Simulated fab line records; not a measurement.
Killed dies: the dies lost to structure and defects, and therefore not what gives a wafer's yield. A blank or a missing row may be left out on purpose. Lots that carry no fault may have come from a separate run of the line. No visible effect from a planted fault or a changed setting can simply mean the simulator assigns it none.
fab line records | flow rit_cmos
record: lots: 6 | wafers: 18 | last_day: 7
route steps=202 shown NRETRO@53 PRETRO@64 M1@202
lots untouched by any fault: they come from a run of this same line in which no faults occurred
start_h: hours from the record's opening day to when the first of the lot's shown wafers began | wait_h: hours elapsed since this lot's preceding step | " repeats the value in the row above | L1.1+2: a single row standing in for several wafers | - value missing, or start not given | * or withheld: withheld | < > ~ a bound
route shown NAME@n: names a module that has steps shown in the file, with the first one's number in the route | usual: average and standard deviation across the fault-free wafers | same: alike in all rows | chamber/n: place in a boat | sites: the reading at each site | _std_site: standard deviation across them | _edge_site: the outer-site mean with the inner-site mean subtracted | radius_mm: for every site, how far away it sits from the centre of the wafer | mask NAME#n: copy n | behind: tool/chamber where the wafer was last shaped | hold: reason for holding the lot/hours on hold/outcome of the hold | device: which transistor (n, p or np) failed to switch | end of line: at the end of the route, the tests of the same wafers | where a step has no rows: the recipe by itself | killed: count of dies lost to structure and defects at first sort (not the wafer's yield) | map: per-die view of a wafer (x killed, . not killed, _ where there is no die)
set.NAME: the setting the step ran with; set.NAME@STEP: the setting that earlier step ran with | model.NAME: the simulator's own value behind a step, which no gauge read
lots at some steps of the route; a table a step, a row a wafer
services: the hour from which a tool's chamber was out of use, counted from the record's first day as start_h (under 0 if before that day), plus the number of hours and why
== steps ==
step: RIT_NRETRO_HMDS_00
recipe: prime_time_s: 60 | prime_temp_c: 140
step: RIT_NRETRO_COAT_01
recipe: resist: NOVOLAK | spin_rpm: 2000 | resist_thk_nm: 1300
step: RIT_NRETRO_SOFTBAKE_02
recipe: resist: NOVOLAK | temp_c: 90 | time_s: 60
step: RIT_NRETRO_EXPOSE_03
recipe: mask_id: M4 | na: 0.57 | target_cd_nm: 43900 | dose_mj: 250
step: RIT_NRETRO_PEB_04
recipe: resist: NOVOLAK | temp_c: withheld | time_s: withheld
step: RIT_NRETRO_DEVELOP_05
recipe: resist: NOVOLAK | develop_time_s: 68 | dev_temp_c: 23
step: RIT_NRETRO_OVL_MEAS_06
usual: NRETRO_OVL: -0.2/1.5
lot.wafer | tool       | chamber | start_h | wait_h | NRETRO_OVL[nm]
L622.2    | overlay-02 | -       | 35.15   | -      | -0.9
L622.4    | "          | -       | "       | "      | -0.8
L622.5    | "          | -       | "       | "      | -1.6
L625.2    | overlay-01 | -       | 50.26   | -      | 0.2
L625.3    | "          | -       | "       | "      | -0.7
L625.6    | "          | -       | "       | "      | -0.8
L629.3    | overlay-01 | -       | 69.75   | -      | 1.7
L629.5    | "          | -       | "       | "      | 0.7
L629.6    | "          | -       | "       | "      | 1.0
L631.2    | overlay-02 | -       | 79.31   | -      | 0.2
L631.5    | "          | -       | "       | "      | 1.6
L631.6    | "          | -       | "       | "      | 1.5
L638.1    | overlay-02 | -       | 115.34  | -      | 2.1
L638.2    | "          | -       | "       | "      | 1.4
L638.6    | "          | -       | "       | "      | -0.1
L643.1    | overlay-02 | -       | 140.20  | -      | 1.1
L643.2    | "          | -       | "       | "      | 1.1
L643.6    | "          | -       | "       | "      | 2.9
step: RIT_NRETRO_HARDBAKE_07
recipe: resist: NOVOLAK | temp_c: 140 | time_s: 120
step: RIT_NRETRO_IMPLANT_08
recipe: species: P | energy_kev: 70 | dose_cm2: 1e+13 | tilt_deg: 7
step: RIT_NRETRO_STRIP_09
recipe: chemistry: O2 | time_s: 180 | resist: NOVOLAK | platen_temp_c: withheld | power_w: 500 | pressure_mtorr: 4000 | o2_flow_sccm: 4000
usual: drypump_motor_current_A: 5.7/0.4
lot.wafer | tool            | chamber | start_h | wait_h | drypump_motor_current_A | rf_hours_counter_h
L622.2    | plasma_asher-01 | 1       | 35.58   | 0.1    | 6.0                     | 38
L622.4    | "               | 0       | "       | "      | 5.4                     | -
L622.5    | "               | 1       | "       | "      | 6.0                     | -
L625.2    | plasma_asher-03 | 0       | 50.69   | 0.1    | 5.2                     | 42
L625.3    | "               | 0       | "       | "      | 5.2                     | -
L625.6    | "               | 1       | "       | "      | 5.5                     | -
L629.3    | plasma_asher-03 | 0       | 70.24   | 0.1    | 5.2                     | -
L629.5    | "               | 0       | "       | "      | 5.2                     | -
L629.6    | "               | 1       | "       | "      | 5.5                     | -
L631.2    | plasma_asher-03 | 0       | 79.86   | 0.1    | 5.2                     | 45
L631.5    | "               | 0       | "       | "      | 5.2                     | -
L631.6    | "               | 1       | "       | "      | 5.5                     | -
L638.1    | plasma_asher-03 | 1       | 115.78  | 0.1    | 5.4                     | 49
L638.2    | "               | 0       | "       | "      | 5.2                     | 49
L638.6    | "               | 1       | "       | "      | 5.5                     | -
L643.1    | plasma_asher-03 | 1       | 140.63  | 0.1    | 5.4                     | 51
L643.2    | "               | 0       | "       | "      | 5.2                     | 51
L643.6    | "               | 1       | "       | "      | 5.5                     | -
step: RIT_NRETRO_TW_MEAS_10
usual: NRETRO_TW: 1052/5.9
lot.wafer | tool          | chamber | start_h | wait_h | NRETRO_TW
L622.2    | film_metro-01 | -       | 35.77   | 0.1    | 1062
L622.4    | "             | -       | "       | "      | 1061
L622.5    | "             | -       | "       | "      | 1060
L625.2    | film_metro-04 | -       | 50.88   | 0.1    | 1048
L625.3    | "             | -       | "       | "      | 1043
L625.6    | "             | -       | "       | "      | 1043
L629.3    | film_metro-04 | -       | 70.37   | 0.1    | 1045
L629.5    | "             | -       | "       | "      | 1047
L629.6    | "             | -       | "       | "      | 1048
L631.2    | film_metro-01 | -       | 80.09   | 0.2    | 1056
L631.5    | "             | -       | "       | "      | 1058
L631.6    | "             | -       | "       | "      | 1060
L638.1    | film_metro-03 | -       | 115.95  | 0.1    | 1048
L638.2    | "             | -       | "       | "      | 1045
L638.6    | "             | -       | "       | "      | 1047
L643.1    | film_metro-04 | -       | 140.81  | 0.1    | 1045
L643.2    | "             | -       | "       | "      | 1050
L643.6    | "             | -       | "       | "      | 1051
step: RIT_PRETRO_HMDS_00
recipe: prime_time_s: 60 | prime_temp_c: 140
step: RIT_PRETRO_COAT_01
recipe: resist: NOVOLAK | spin_rpm: 2000 | resist_thk_nm: 1300
usual: dispense_pressure_kPa: 52.2/1.5 | spin_speed_rpm: 1999.9/1.4
lot.wafer | tool           | chamber | start_h | wait_h | dispense_pressure_kPa | spin_speed_rpm | model.NOVOLAK_of_PRETRO_COAT_01.thk_nm
L622.2    | litho_track-01 | 0       | 35.99   | 0.1    | 51.8                  | 2000.2         | 1299
L622.4    | "              | 0       | "       | "      | 51.7                  | 2000.9         | 1297
L622.5    | "              | 0       | "       | "      | 51.8                  | 1998.4         | 1301
L625.2    | litho_track-03 | 0       | 51.10   | 0.1    | 53.6                  | 2002.0         | 1300
L625.3    | "              | 0       | "       | "      | 53.6                  | 2000.2         | 1301
L625.6    | "              | 0       | "       | "      | 53.6                  | 2001.1         | 1300
L629.3    | litho_track-01 | 0       | 70.61   | 0.1    | 51.7                  | 1928.9         | 1332
L629.5    | "              | 0       | "       | "      | 51.8                  | 1927.3         | 1330
L629.6    | "              | 0       | "       | "      | 51.7                  | 1927.6         | 1325
L631.2    | litho_track-01 | 0       | 80.31   | 0.1    | 51.8                  | 1928.8         | 1328
L631.5    | "              | 0       | "       | "      | 51.8                  | 1928.1         | 1322
L631.6    | "              | 0       | "       | "      | 51.8                  | 1926.8         | 1330
L638.1    | litho_track-04 | 0       | 116.16  | 0.1    | 49.7                  | 1997.2         | 1300
L638.2    | "              | 0       | "       | "      | 49.7                  | 1999.8         | 1297
L638.6    | "              | 0       | "       | "      | 49.7                  | 1998.5         | 1298
L643.1    | litho_track-04 | 0       | 141.02  | 0.1    | 49.7                  | 2001.8         | 1301
L643.2    | "              | 0       | "       | "      | 49.7                  | 2002.8         | 1303
L643.6    | "              | 0       | "       | "      | 49.7                  | 2000.2         | 1307
step: RIT_PRETRO_SOFTBAKE_02
recipe: resist: NOVOLAK | temp_c: 90 | time_s: 60
step: RIT_PRETRO_EXPOSE_03
recipe: mask_id: M5 | na: 0.57 | target_cd_nm: 43700 | dose_mj: 250
step: RIT_PRETRO_PEB_04
recipe: resist: NOVOLAK | temp_c: withheld | time_s: withheld
step: RIT_PRETRO_DEVELOP_05
recipe: resist: NOVOLAK | develop_time_s: 68 | dev_temp_c: 23
step: RIT_PRETRO_OVL_MEAS_06
usual: PRETRO_OVL: 0.5/1.4
lot.wafer | tool       | chamber | start_h | wait_h | PRETRO_OVL[nm]
L622.2    | overlay-02 | -       | 36.83   | -      | 0.3
L622.4    | "          | -       | "       | "      | 2.4
L622.5    | "          | -       | "       | "      | 1.8
L625.2    | overlay-01 | -       | 51.94   | -      | -0.6
L625.3    | "          | -       | "       | "      | -0.6
L625.6    | "          | -       | "       | "      | -0.7
L629.3    | overlay-02 | -       | 71.31   | -      | -0.5
L629.5    | "          | -       | "       | "      | -1.2
L629.6    | "          | -       | "       | "      | -0.4
L631.2    | overlay-01 | -       | 81.15   | -      | 2.3
L631.5    | "          | -       | "       | "      | 3.2
L631.6    | "          | -       | "       | "      | 2.0
L638.1    | overlay-02 | -       | 117.02  | -      | -2.3
L638.2    | "          | -       | "       | "      | -0.7
L638.6    | "          | -       | "       | "      | -0.8
L643.1    | overlay-02 | -       | 141.85  | -      | 1.7
L643.2    | "          | -       | "       | "      | 0.1
L643.6    | "          | -       | "       | "      | 1.7
step: RIT_PRETRO_HARDBAKE_07
recipe: resist: NOVOLAK | temp_c: 140 | time_s: 120
lot.wafer | tool           | chamber | start_h | wait_h | model.NOVOLAK_of_PRETRO_COAT_01.thk_nm
L622.2    | litho_track-01 | 0       | 36.90   | 0.1    | 1136
L622.4    | "              | 0       | "       | "      | 1135
L622.5    | "              | 0       | "       | "      | 1138
L625.2+6  | litho_track-03 | 0       | 52.01   | 0.1    | 1137
L625.3    | "              | 0       | "       | "      | 1138
L629.3    | litho_track-01 | 0       | 71.41   | 0.1    | 1164
L629.5    | "              | 0       | "       | "      | 1163
L629.6    | "              | 0       | "       | "      | 1159
L631.2    | litho_track-04 | 0       | 81.22   | 0.1    | 1161
L631.5    | "              | 0       | "       | "      | 1156
L631.6    | "              | 0       | "       | "      | 1163
L638.1    | litho_track-04 | 0       | 117.05  | 0.0    | 1137
L638.2    | "              | 0       | "       | "      | 1134
L638.6    | "              | 0       | "       | "      | 1136
L643.1    | litho_track-03 | 0       | 141.89  | 0.0    | 1138
L643.2    | "              | 0       | "       | "      | 1140
L643.6    | "              | 0       | "       | "      | 1143
step: RIT_PRETRO_IMPLANT_08
recipe: species: B | energy_kev: 45 | dose_cm2: 1.2e+13 | tilt_deg: 7
step: RIT_M1_PROBE_99
usual: killed_at_M0_to_M3: 0.0/0.14 | killed_at_contacts: 0.0/0.22 | killed_at_front_end: 7/3 | killed_dies: 7/3.1 | killed_open: 3.4/2.1 | killed_short: 3.2/1.9
same: gross_dies: 264 | killed_at_M4_up: 0 | killed_at_back_side: 0 | killed_at_other: 0
lot.wafer | tool      | chamber | start_h | wait_h | killed_at_M0_to_M3 | killed_at_contacts | killed_at_front_end | killed_dies | killed_open | killed_short
L631.2    | prober-02 | -       | 107.07  | 0.1    | 0                  | 0                  | 4                   | 4           | 1           | 3
L631.5    | prober-02 | -       | 107.22  | 0.2    | 0                  | 0                  | 3                   | 3           | 2           | 1
L631.6    | prober-02 | -       | 107.27  | 0.2    | 0                  | 0                  | 6                   | 6           | 3           | 3
L638.1    | prober-01 | -       | 143.61  | 0.1    | 0                  | 0                  | 6                   | 6           | 3           | 3
L638.2    | prober-01 | -       | 143.66  | 0.1    | 0                  | 0                  | 7                   | 7           | 2           | 5
L638.6    | prober-01 | -       | 143.86  | 0.2    | 0                  | 0                  | 6                   | 6           | 3           | 3
L643.1    | prober-02 | -       | 168.67  | 0.1    | 0                  | 0                  | 4                   | 4           | 3           | 1
L643.2    | prober-02 | -       | 168.72  | 0.1    | 0                  | 0                  | 13                  | 13          | 7           | 6
L643.6    | prober-02 | -       | 168.92  | 0.2    | 0                  | 0                  | 2                   | 2           | 1           | 1
killed by level:class
L631.2 FOX2:geometric_particle:short=1 GATE:geometric_particle:open=1 GATE:geometric_particle:short=1 REOX:geometric_particle:short=1
L631.5 GATE:geometric_particle:open=2 SILICIDE:geometric_particle:short=1
L631.6 FOX1:geometric_particle:short=1 FOX2:geometric_particle:open=1 FOX2:geometric_particle:short=1 GATE:geometric_particle:open=1 GATE:geometric_particle:short=1 REOX:geometric_particle:open=1
L638.1 REOX:geometric_particle:short=2 FOX1:geometric_particle:open=1 GATE:geometric_particle:open=1 GATE:geometric_particle:short=1 REOX:geometric_particle:open=1
L638.2 REOX:geometric_particle:short=3 FOX1:geometric_particle:short=1 REOX:geometric_particle:open=1 SPACER:geometric_particle:short=1 SILICIDE:geometric_particle:open=1
L638.6 REOX:geometric_particle:short=2 GATE:geometric_particle:short=1 GATE:geometric_particle:open=1 REOX:geometric_particle:open=1 SILICIDE:geometric_particle:open=1
L643.1 FOX2:geometric_particle:open=1 GATE:geometric_particle:short=1 REOX:geometric_particle:open=1 SILICIDE:geometric_particle:open=1
L643.2 FOX1:geometric_particle:open=3 GATE:geometric_particle:short=3 GATE:geometric_particle:open=3 FOX1:geometric_particle:short=1 SPACER:geometric_particle:short=1 SILICIDE:geometric_particle:open=1 SILICIDE:geometric_particle:short=1
L643.6 GATE:geometric_particle:open=1 REOX:geometric_particle:short=1
== services ==
tool            | chamber | start_h | hours | kind
plasma_asher-01 | -       | 17.66   | 12.7  | repair
plasma_asher-01 | -       | 108.75  | 9.0   | pm
plasma_asher-01 | 0       | 108.75  | 9.0   | vent_cycle
plasma_asher-01 | 1       | 108.75  | 9.0   | vent_cycle
plasma_asher-03 | -       | 114.87  | 0.8   | repair
plasma_asher-01 | 0       | 117.75  | -     | clean
plasma_asher-01 | 1       | 117.75  | -     | clean
== key ==
first_sign: step: RIT_PRETRO_COAT_01 | reading: spin_speed_rpm | direction: down | sigmas: 53 | usual: 1999.9 | struck: 1927.9
effect none on later readings
model_effect: step: RIT_PRETRO_COAT_01 | value: NOVOLAK_of_PRETRO_COAT_01.thk_nm | without: 1303 | struck: 1328
model_effect: step: RIT_PRETRO_HARDBAKE_07 | value: NOVOLAK_of_PRETRO_COAT_01.thk_nm | without: 1140 | struck: 1161
met_at RIT_PRETRO_COAT_01
struck_wafers L629.3,L629.5,L629.6,L631.2,L631.5,L631.6
tester_left_out L629,L631
onset_between 35.99 70.61
fault: kind: process_parameter_drift | tool: litho_track-01 | chamber: - | onset_h: 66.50 | steps: RIT_PRETRO_COAT_01 | channel: spin_rpm | offset: -72.805 | shape: step | end_h: 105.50 | acts_in: these_recipes_only | stated: 2000
tester_left_out: of these lots the tester's yield and bins aren't shown, on N5 and GAA mostly nor the transistor test; their killed dies are dies lost to structure and defects alone, not to doping, threshold or leakage, so they don't give the yield
